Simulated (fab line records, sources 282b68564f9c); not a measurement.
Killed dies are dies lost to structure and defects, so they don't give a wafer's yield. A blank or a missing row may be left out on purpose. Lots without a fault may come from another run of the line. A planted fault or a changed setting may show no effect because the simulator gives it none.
fab line records | flow rit_cmos
record lots=6 wafers=18 last_day=7
route steps=202 shown PRETRO@69 GATE@75 FOX2@80 M1@202
lots that met no fault: from a run of the same line without faults
start_h: hours from the record's first day to the start of the lot's first wafer shown | wait_h: hours since the lot's step before | " the same as in the row above | L1.1+2: a row that stands for several wafers | - no value, or no start given | * or withheld: withheld | < > ~ a bound
route shown NAME@n: a module of which the file shows steps, and the number in the route of the first | usual: mean/standard deviation of fault-free wafers | same: alike in all rows | chamber/n: place in a boat | sites: the reading at each site | _std_site: their standard deviation | _edge_site: outer sites' mean less inner sites' | radius_mm: how far each site lies from the wafer's centre | mask NAME#n: copy n | behind: the tool/chamber that last shaped the wafer | hold: why the lot was held/for how many hours/how that ended | device: the transistor (n, p or np) that didn't switch | end of line: the same wafers' tests at the end of the route | a step without rows: its recipe alone | killed: dies lost to structure and defects at the first sort, not the wafer's yield | map: a wafer's dies, x killed, . not, _ none there
set.NAME: the setting as run; set.NAME@STEP: as run at that earlier step | model.NAME: the simulator's own value behind a step, which no gauge read
lots at some steps of the route; a table a step, a row a wafer
services: from which hour (start_h, from the record's first day; less than 0 if before it) a tool's chamber was out of use, for how many hours, and why
## steps
# step RIT_PRETRO_DEVELOP_05
# recipe resist=NOVOLAK develop_time_s=68 dev_temp_c=23
# step RIT_PRETRO_OVL_MEAS_06
# usual PRETRO_OVL=-0.8/1.3
# columns lot.wafer tool chamber start_h wait_h PRETRO_OVL[nm]
L786.1 overlay-01 - 43.99 - -1.4
L786.3 " - " " -1.5
L786.5 " - " " -2.3
L793.3 overlay-02 - 74.50 - -1.1
L793.5 " - " " -2.5
L793.6 " - " " -1.5
L797.1 overlay-01 - 94.28 - -1.4
L797.3 " - " " -2.3
L797.5 " - " " -2.4
L798.2 overlay-02 - 97.12 - 0.9
L798.4 " - " " -3.1
L798.6 " - " " -1.3
L800.1 overlay-02 - 107.30 - 0.8
L800.4 " - " " -1.3
L800.5 " - " " 0.7
L806.1 overlay-02 - 137.98 - -0.3
L806.2 " - " " -2.7
L806.3 " - " " -1.6
# step RIT_PRETRO_HARDBAKE_07
# recipe resist=NOVOLAK temp_c=140 time_s=120
# step RIT_PRETRO_IMPLANT_08
# recipe species=B energy_kev=45 dose_cm2=1.2e+13 tilt_deg=7
# step RIT_PRETRO_STRIP_09
# recipe chemistry=O2 time_s=180 resist=NOVOLAK platen_temp_c=withheld power_w=500 pressure_mtorr=4000 o2_flow_sccm=4000
# usual drypump_motor_current_A=5.9/0.36
# columns lot.wafer tool chamber start_h wait_h drypump_motor_current_A rf_hours_counter_h
L786.1 plasma_asher-01 1 44.43 0.1 5.7 38
L786.3 " 1 " " 5.7 -
L786.5 " 0 " " 5.6 -
L793.3 plasma_asher-04 0 75.15 0.1 5.7 -
L793.5 " 1 " " 6.6 -
L793.6 " 0 " " 5.7 -
L797.1 plasma_asher-03 0 94.71 0.1 5.7 43
L797.3 " 1 " " 6.0 -
L797.5 " 0 " " 5.7 -
L798.2 plasma_asher-04 0 97.55 0.1 5.7 45
L798.4 " 1 " " 6.6 -
L798.6 " 0 " " 5.8 -
L800.1 plasma_asher-04 0 107.73 0.1 5.8 47
L800.4 " 0 " " 5.7 -
L800.5 " 0 " " 5.8 -
L806.1 plasma_asher-04 1 138.57 0.2 6.6 50
L806.2 " 0 " " 5.8 50
L806.3 " 1 " " 6.6 -
# step RIT_PRETRO_TW_MEAS_10
# usual PRETRO_TW=475/6.2
# columns lot.wafer tool chamber start_h wait_h PRETRO_TW
L786.1 film_metro-04 - 44.61 0.1 477
L786.3 " - " " 476
L786.5 " - " " 478
L793.3 film_metro-04 - 75.29 0.1 478
L793.5 " - " " 478
L793.6 " - " " 478
L797.1 film_metro-02 - 94.89 0.1 467
L797.3 " - " " 467
L797.5 " - " " 468
L798.2 film_metro-04 - 97.74 0.1 476
L798.4 " - " " 473
L798.6 " - " " 473
L800.1 film_metro-03 - 107.91 0.1 482
L800.4 " - " " 482
L800.5 " - " " 483
L806.1 film_metro-04 - 138.74 0.1 472
L806.2 " - " " 470
L806.3 " - " " 473
# step RIT_GATE_WET_ETCH_00
# recipe chemistry=BOE target=SiO2 target_depth_nm=56 time_s=60 dry=n2_spin dilution=10:1 temp_c=21.5
# step RIT_GATE_CLEAN_01
# recipe chemistry=SC1 mix=3:3:50 time_s=600 temp_c=75
# step RIT_GATE_CLEAN_02
# recipe chemistry=dHF dilution=50:1 time_s=30
# step RIT_GATE_CLEAN_03
# recipe chemistry=SC2 mix=3:3:50 time_s=600 temp_c=75 dry=n2_spin
# step RIT_GATE_CLEAN_04
# recipe chemistry=dHF dilution=50:1 time_s=60 dry=n2_spin
# step RIT_FOX2_THK_MEAS_91
# recipe reads=SiO2_of_FOX2_OXIDATION_00
# usual FIELD_OXIDE_LEFT_2_THK=255/6.2
# columns lot.wafer tool chamber start_h wait_h FIELD_OXIDE_LEFT_2_THK[nm]
L786.1 film_metro-02 - 45.12 0.0 248
L786.3 " - " " 254
L786.5 " - " " 249
L793.3 film_metro-02 - 75.78 0.0 248
L793.5 " - " " 252
L793.6 " - " " 250
L797.1 film_metro-02 - 95.76 0.0 256
L797.3 " - " " 260
L797.5 " - " " 253
L798.2 film_metro-04 - 98.26 0.0 248
L798.4 " - " " 246
L798.6 " - " " 250
L800.1 film_metro-04 - 108.39 0.0 250
L800.4 " - " " 256
L800.5 " - " " 253
L806.1 film_metro-02 - 139.22 0.0 247
L806.2 " - " " 250
L806.3 " - " " 248
# step RIT_GATE_OXIDATION_05
# recipe temp_c=900 ambient=O2 target_thk_a=30 ox_time_s=270
# usual ox_time_s=270/0 zone_power_load_pct=25.5/3
# columns lot.wafer tool chamber start_h wait_h ox_time_s zone_power_load_pct model.SiO2_of_GATE_OXIDATION_05.thk_nm
L786.1 furnace-04 0 50.20 5.1 270 22.6 2.97
L786.3 " 0 " " 270 22.4 2.936
L786.5 " 0 " " 270 22.0 2.934
L793.3 furnace-01 0 75.82 0.0 270 25.6 2.892
L793.5 " 0 " " 270 25.8 2.945
L793.6 " 0 " " 270 25.7 2.932
L797.1 furnace-01 0 95.82 0.1 270 25.6 2.99
L797.3 " 0 " " 270 25.9 2.974
L797.5 " 0 " " 270 25.3 2.989
L798.2 furnace-04 0 98.31 0.0 237.6 22.4 2.631
L798.4 " 0 " " 237.6 22.2 2.608
L798.6 " 0 " " 237.6 22.1 2.653
L800.1 furnace-04 0 109.32 0.9 237.6 22.0 2.735
L800.4 " 0 " " 237.6 22.1 2.716
L800.5 " 0 " " 237.6 22.3 2.714
L806.1 furnace-01 0 140.95 1.7 270 26.1 3.042
L806.2 " 0 " " 270 26.0 3.058
L806.3 " 0 " " 270 25.6 3.061
# step RIT_GATE_ANNEAL_06
# recipe temp_c=900 time_s=600 ambient=N2O
# step RIT_GATE_THK_MEAS_07
# recipe reads=SiO2_of_GATE_OXIDATION_05
# usual GATE_OXIDE_THK=2.98/0.058
# columns lot.wafer tool chamber start_h wait_h GATE_OXIDE_THK[nm]
L786.1 film_metro-02 - 54.98 0.0 2.98
L786.3 " - " " 2.89
L786.5 " - " " 2.91
L793.3 film_metro-01 - 77.17 0.0 2.92
L793.5 " - " " 2.97
L793.6 " - " " 2.94
L797.1 film_metro-02 - 97.33 0.0 2.99
L797.3 " - " " 2.96
L797.5 " - " " 3.04
L798.2 film_metro-04 - 99.96 0.0 2.63
L798.4 " - " " 2.60
L798.6 " - " " 2.65
L800.1 film_metro-04 - 110.64 0.0 2.72
L800.4 " - " " 2.69
L800.5 " - " " 2.68
L806.1 film_metro-02 - 144.21 0.0 3.05
L806.2 " - " " 3.09
L806.3 " - " " 3.06
# step RIT_GATE_CVD_08
# recipe material=poly-Si target_thk_nm=250 temp_c=610 precursor=SiH4 time_s=2220 pressure_mtorr=300 sih4_flow_sccm=100
# step RIT_M1_PROBE_99
# usual killed_at_contacts=0.1/0.38 killed_at_front_end=7/3.2 killed_dies=7/3.2 killed_open=3.6/2.1 killed_short=3.5/2
# same gross_dies=264 killed_at_M0_to_M3=0 killed_at_M4_up=0 killed_at_back_side=0 killed_at_other=0
# columns lot.wafer tool chamber start_h wait_h killed_at_contacts killed_at_front_end killed_dies killed_open killed_short model.etest.pmos_0p3.r_on_ohm_um model.etest.nmos_0p3.r_on_ohm_um model.etest.nmos_0p15.drive_ua_um model.etest.nmos_narrow.drive_ua_um model.etest.nmos_0p3.drive_ua_um model.etest.pmos_0p15.drive_ua_um model.etest.pmos_0p3.drive_ua_um model.etest.pmos_narrow.drive_ua_um
L786.1 prober-01 - 80.74 0.1 0 8 8 2 6 6114 2118 486.5 232.4 231.1 269.5 104.7 105.8
L786.3 prober-01 - 80.84 0.2 0 10 10 5 5 6041 2092 497.1 234.8 234.8 279 106.7 107.7
L786.5 prober-01 - 80.94 0.2 0 4 4 4 0 6045 2090 502.6 238.2 237.4 281.9 107.6 109.7
L793.3 prober-02 - 102.56 0.2 3 5 8 5 1 6119 2140 458.6 230.7 229.4 261.8 105.9 107.9
L793.5 prober-02 - 102.66 0.2 2 10 12 6 4 6126 2148 458.6 225.3 222.6 258.3 104.6 106
L793.6 prober-02 - 102.71 0.2 0 4 4 2 2 6115 2170 465.7 226.9 226.9 265.8 107 107.2
L797.1 prober-01 - 121.37 0.1 0 8 8 4 4 6187 2117 491.9 230.7 234.2 268.4 103.8 103.6
L797.3 prober-01 - 121.47 0.2 0 8 8 2 6 6092 2073 499.4 230.5 231.9 273.1 104.7 104.9
L797.5 prober-01 - 121.57 0.2 0 6 6 3 3 6081 2082 499.8 233.8 231.4 275.9 104.6 107.1
L798.2 prober-02 - 123.71 0.1 0 5 5 2 3 5685 2012 535.6 267.5 268 292.9 119.4 121.4
L798.4 prober-02 - 123.81 0.2 0 5 5 2 3 5630 1969 534.1 273.4 267.4 292.4 120.8 122.8
L798.6 prober-02 - 123.91 0.2 0 7 7 4 3 5640 1975 530.7 263 263.7 287.5 119 119.6
L800.1 prober-02 - 135.01 0.1 0 6 6 2 4 5714 2025 520 260.9 254.7 292.6 115.4 121.1
L800.4 prober-02 - 135.16 0.2 0 7 7 4 3 5646 2013 525.2 264.4 257 295.8 117.8 121.3
L800.5 prober-02 - 135.21 0.2 0 7 7 4 3 5726 2017 522.1 259.5 254.4 289.9 116.3 118.4
L806.1 prober-02 - 168.55 0.1 0 4 4 2 2 6538 2200 438.1 225.9 219.6 230.2 95.71 98.69
L806.2 prober-02 - 168.60 0.1 0 6 6 3 3 6692 2254 442.5 219.1 221.2 229.7 93.61 95.22
L806.3 prober-02 - 168.65 0.2 1 6 7 1 6 6576 2246 439.9 223.2 221.1 233.8 96 98.34
# killed by level:class
L786.1 SPACER:geometric_particle:short=3 GATE:geometric_particle:short=2 GATE:geometric_particle:open=1 SPACER:geometric_particle:open=1 SILICIDE:geometric_particle:short=1
L786.3 SPACER:geometric_particle:short=3 GATE:geometric_particle:open=2 FOX2:geometric_particle:short=1 GATE:geometric_particle:short=1 REOX:geometric_particle:open=1 SPACER:geometric_particle:open=1 SILICIDE:geometric_particle:open=1
L786.5 FOX2:geometric_particle:open=1 REOX:geometric_particle:open=1 SPACER:geometric_particle:open=1 SILICIDE:geometric_particle:open=1
L793.3 SILICIDE:geometric_particle:open=2 CONTACT:coat_microbubble_printed=2 FOX2:geometric_particle:open=1 GATE:geometric_particle:open=1 SILICIDE:geometric_particle:short=1 CONTACT:geometric_particle:open=1
L793.5 GATE:geometric_particle:open=3 SILICIDE:geometric_particle:short=3 SPACER:geometric_particle:open=2 CONTACT:coat_microbubble_printed=2 GATE:geometric_particle:short=1 REOX:geometric_particle:open=1
L793.6 GATE:geometric_particle:short=2 GATE:geometric_particle:open=1 SPACER:geometric_particle:open=1
L797.1 GATE:geometric_particle:open=3 SPACER:geometric_particle:short=3 GATE:geometric_particle:short=1 SPACER:geometric_particle:open=1
L797.3 GATE:geometric_particle:open=2 SPACER:geometric_particle:short=2 SILICIDE:geometric_particle:short=2 FOX1:geometric_particle:short=1 FOX2:geometric_particle:short=1
L797.5 GATE:geometric_particle:short=2 GATE:geometric_particle:open=2 FOX1:geometric_particle:open=1 FOX2:geometric_particle:short=1
L798.2 SPACER:geometric_particle:short=2 GATE:geometric_particle:short=1 GATE:geometric_particle:open=1 SILICIDE:geometric_particle:open=1
L798.4 FOX1:geometric_particle:short=1 FOX2:geometric_particle:open=1 GATE:geometric_particle:open=1 GATE:geometric_particle:short=1 REOX:geometric_particle:short=1
L798.6 GATE:geometric_particle:open=2 GATE:geometric_particle:short=2 FOX1:geometric_particle:short=1 SPACER:geometric_particle:open=1 SILICIDE:geometric_particle:open=1
L800.1 FOX2:geometric_particle:short=1 FOX2:geometric_particle:open=1 GATE:geometric_particle:short=1 SPACER:geometric_particle:open=1 SPACER:geometric_particle:short=1 SILICIDE:geometric_particle:short=1
L800.4 SPACER:geometric_particle:open=3 GATE:geometric_particle:short=2 SPACER:geometric_particle:short=1 SILICIDE:geometric_particle:open=1
L800.5 GATE:geometric_particle:open=3 GATE:geometric_particle:short=2 SILICIDE:geometric_particle:open=1 SILICIDE:geometric_particle:short=1
L806.1 GATE:geometric_particle:short=2 GATE:geometric_particle:open=1 REOX:geometric_particle:open=1
L806.2 GATE:geometric_particle:open=2 FOX2:geometric_particle:short=1 FOX2:geometric_particle:open=1 REOX:geometric_particle:short=1 SPACER:geometric_particle:short=1
L806.3 REOX:geometric_particle:short=2 FOX1:geometric_particle:short=1 FOX2:geometric_particle:open=1 FOX2:geometric_particle:short=1 GATE:geometric_particle:short=1 CONTACT:geometric_particle:short=1
## services
# columns tool chamber start_h hours kind
plasma_asher-03 - 43.92 2.2 repair
plasma_asher-04 - 57.13 14.6 pm
furnace-01 - 72.48 2.4 pm
plasma_asher-01 - 80.55 13.0 repair
plasma_asher-01 - 108.75 9.0 pm
plasma_asher-01 0 108.75 9.0 vent_cycle
plasma_asher-01 1 108.75 9.0 vent_cycle
plasma_asher-01 0 117.75 - clean
plasma_asher-01 1 117.75 - clean
furnace-04 - 135.19 4.4 pm
## key
first_sign step=RIT_GATE_OXIDATION_05 reading=ox_time_s direction=down sigmas=99+ usual=* struck=*
effect step=RIT_GATE_THK_MEAS_07 reading=GATE_OXIDE_THK direction=down sigmas=5.5 usual=2.98 struck=2.66
model_effect step=RIT_GATE_OXIDATION_05 value=SiO2_of_GATE_OXIDATION_05.thk_nm without=2.965 struck=2.676
model_effect step=RIT_M1_PROBE_99 value=etest.pmos_0p3.r_on_ohm_um without=6148 struck=5674
met_at RIT_GATE_OXIDATION_05
struck_wafers L798.2,L798.4,L798.6,L800.1,L800.4,L800.5
tester_left_out L798,L800
onset_between 50.20 98.31
fault kind=process_parameter_drift tool=furnace-04 chamber=- onset_h=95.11 steps=RIT_GATE_OXIDATION_05 channel=ox_time_s offset=* shape=step end_h=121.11 acts_in=* stated=*
# tester_left_out: of these lots the tester's yield and bins aren't shown, on N5 and GAA mostly nor the transistor test; their killed dies are dies lost to structure and defects alone, not to doping, threshold or leakage, so they don't give the yield
